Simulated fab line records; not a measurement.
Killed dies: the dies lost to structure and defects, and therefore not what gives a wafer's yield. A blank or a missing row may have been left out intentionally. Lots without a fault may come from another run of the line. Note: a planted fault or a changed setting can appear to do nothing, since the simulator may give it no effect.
One fault through the eyes of 2 desks | flow berkeley-cmos170 | only its own numbers are on each desk; what lay behind them is given at the end

## TOOL OWNER'S DESK, rie-metal-04
The tool's own readings at UCB170_M1_METAL_ETCH_12 (etches Al in Cl2/BCl3, stops on PSG, target depth 780 nm, time 130 s): means of the sampled wafers that have a number, for each lot that ran on this tool. Any lot whose mean is over 4 standard deviations away from the usual mean is out of limits and marked OUT; that distance is given in the brackets.
Columns: A = drypump-motor-current-A at UCB170_M1_METAL_ETCH_12, usual 5.9 A; B = oes-product-au at UCB170_M1_METAL_ETCH_12, usual 0.852 a.u.; C = throttle-valve-pct at UCB170_M1_METAL_ETCH_12, usual 24.5 %
lot  | first seen here | A   | B     | C
L776 | day 7 17:56     | 5.2 | 0.858 | 24.1
L777 | day 8 11:43     | 5.0 | 0.851 | 23.9
L780 | day 8 21:40     | 5.2 | 0.865 | 24.1
L782 | day 9 17:29     | 5.4 | 0.867 | 24.3
L788 | day 10 22:08    | 5.2 | 0.852 | 24.1
L793 | day 11 21:57    | 5.2 | 0.856 | 24.1
L796 | day 12 10:19    | 5.4 | 0.859 | 24.3
Result from this desk: across the 7 lots, nothing is out of limits.

## FROM THE METROLOGY DESK
What the gauges read for every lot (on any tool): the sampled wafers with a number, averaged. Any lot whose mean is over 4 standard deviations away from the usual mean is out of limits and marked OUT; that distance is given in the brackets.
Columns: A = cd-nm at UCB170_M1_CD_MEAS_90, usual 700.7 nm
lot  | first seen here | A
L776 | day 7 18:11     | 700.1
L777 | day 8 12:04     | 701.9
L778 | day 8 19:28     | 700.8
L780 | day 8 21:53     | 702.6
L779 | day 8 22:08     | 701.1
L782 | day 9 17:43     | 701.4
L783 | day 9 17:57     | 697.4
L785 | day 10 02:24    | 702.1
L788 | day 10 22:22    | 700.0
L789 | day 11 06:29    | 704.1
L793 | day 11 22:11    | 691.0
L798 | day 12 08:44    | 700.8
L796 | day 12 10:33    | 689.3
L797 | day 12 10:52    | 700.2
Result from this desk: across the 14 lots, nothing is out of limits.

## ALL TOGETHER
The tool owner's desk saw nothing out of limits.
Nothing out of limits was seen by the metrology desk.

## WHAT THE SIMULATOR HAD INSERTED
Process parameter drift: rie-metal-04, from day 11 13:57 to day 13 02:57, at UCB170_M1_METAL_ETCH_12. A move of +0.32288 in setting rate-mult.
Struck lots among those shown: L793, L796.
